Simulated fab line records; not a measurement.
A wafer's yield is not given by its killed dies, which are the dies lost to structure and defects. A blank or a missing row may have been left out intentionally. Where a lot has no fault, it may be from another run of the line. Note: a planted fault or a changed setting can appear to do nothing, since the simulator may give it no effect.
Struck lot and sound lot, side by side :: flow berkeleyCmos170 :: 24 out of 331 route steps
Sound: these wafers, L921.1, L921.2, L921.6. Wafers struck: L910.1, L910.2, L910.3. The cause is given at the end.
Order at every step that has rows: each side's tool, ch and its chambers, its first start. Under that, the readings that differ: sound wafers :: struck wafers :: difference of the means :: sigmas: that difference in standard deviations of wafers without a fault.
alike: a reading whose means differ by less than 2 such deviations, as well as words and numbers matching on both sides. not compared: withheld readings; readings where some wafer has no value; bounds like >300 that might hide an equal value; numbers whose values overlap and for which the record gives no deviation.
A row with sigmas, a row that says differs or no value, or rows on one side alone: a step with any of these is where the two part. When numbers do not overlap yet have no deviation, they are printed without sigmas and do not part them. A reading that every wafer of one side lacks parts them only if that side has two wafers or more.

first, 4 steps without rows for these wafers: UCB170_PWELL_WET_ETCH_19 (etches Si3N4 in H3PO4, time 14400 s); UCB170_PWELL_WET_ETCH_20 (etches SiO2 in BOE, time 22 s); UCB170_WELLDRIVE_CLEAN_00 (cleans in SPM, time 600 s); UCB170_WELLDRIVE_OXIDATION_01 (target thk 199 nm, ox time 9000 s).
UCB170_WELLDRIVE_THK_MEAS_02:
  sound on filmMetro-03, day 7 02:42; struck on filmMetro-04, day 4 22:47
  alike: WELLDRIVE_OXIDE_THK
then, 5 steps without rows for these wafers: UCB170_WELLDRIVE_ANNEAL_03 (time 900 s); UCB170_WELLDRIVE_WET_ETCH_04 (etches SiO2 in BOE, time 120 s); UCB170_ACTIVE_CLEAN_00 (cleans in SPM, time 600 s); UCB170_ACTIVE_CLEAN_01 (cleans in dHF, time 60 s); UCB170_ACTIVE_OXIDATION_02 (target thk 26.4 nm, ox time 1260 s).
UCB170_ACTIVE_THK_MEAS_03:
  sound on filmMetro-02, day 7 10:38; struck on filmMetro-04, day 5 06:59
  alike: ACTIVE_OXIDE_THK
then, 1 step without rows for these wafers: UCB170_ACTIVE_ANNEAL_04 (time 900 s).
UCB170_ACTIVE_CVD_05: deposits Si3N4 from SiH2Cl2/NH3, target thk 220 nm, time 3300 s.
  sound on lpcvd-01 ch 0, day 7 17:18; struck on lpcvd-01 ch 0, day 5 16:01
  alike: spikeTcLoadC
UCB170_ACTIVE_THK_MEAS_06:
  sound on filmMetro-04, day 7 19:13; struck on filmMetro-04, day 5 18:53
reading: ACTIVE_NITRIDE_THK (nm)
sound: 224.0 222.8 221.3
struck: 445.1 441.3 444.3
difference: +220.9
sigmas: +99 or more
then, 6 steps without rows for these wafers: UCB170_ACTIVE_HMDS_07 (prime time 60 s); UCB170_ACTIVE_COAT_08 (resist thk 900 nm); UCB170_ACTIVE_SOFTBAKE_09 (time 60 s); UCB170_ACTIVE_EXPOSE_10 (exposes mask ACTIVE, target cd 1200 nm); UCB170_ACTIVE_PEB_11; UCB170_ACTIVE_DEVELOP_12 (develop time 45 s).
UCB170_ACTIVE_CD_MEAS_13 targets a cd of 1200 nm.
  sound on cdSem-02, day 7 20:22; struck on cdSem-02, day 5 20:11
  alike: cdNm
UCB170_ACTIVE_OVL_MEAS_14:
  sound on overlay-02, day 7 20:29; struck on overlay-01, day 5 20:19
  alike: ACTIVE_OVL
UCB170_ACTIVE_ETCH_15: etches Si3N4 in CH3F/Ar/O2, stops on SiO2, target depth 242 nm, time 151 s.
  sound on rieDiel-04 ch 0,1,2, day 7 20:31; struck on rieDiel-04 ch 0,1,2, day 5 20:20
reading: oesProductAu (a.u.)
sound: 0.928 0.937 0.930
struck: 0.986 0.987 0.999
difference: +0.059
sigmas: +4

reading: model.etch.depthNm (nm)
sound: 224.1 222.7 221.3
struck: 249 241.7 242.9
difference: +22
sigmas: 
  alike: drypumpMotorCurrentA, throttleValvePct
  not compared: rfHoursCounterH
UCB170_ACTIVE_STRIP_16: strips in O2.
  sound on plasmaAsher-01 ch 0,1, day 7 20:37; struck on plasmaAsher-01 ch 0,1, day 5 20:26
  alike: drypumpMotorCurrentA, oesProductAu, stripTimeToEndpointS
  not compared: rfHoursCounterH

## WHERE THEY PART
Earliest at UCB170_ACTIVE_THK_MEAS_06; latest, in this record, at UCB170_ACTIVE_ETCH_15. Later steps at which nothing parts them and some readings are alike: UCB170_ACTIVE_STRIP_16.

WHY: what had been put in by the simulator
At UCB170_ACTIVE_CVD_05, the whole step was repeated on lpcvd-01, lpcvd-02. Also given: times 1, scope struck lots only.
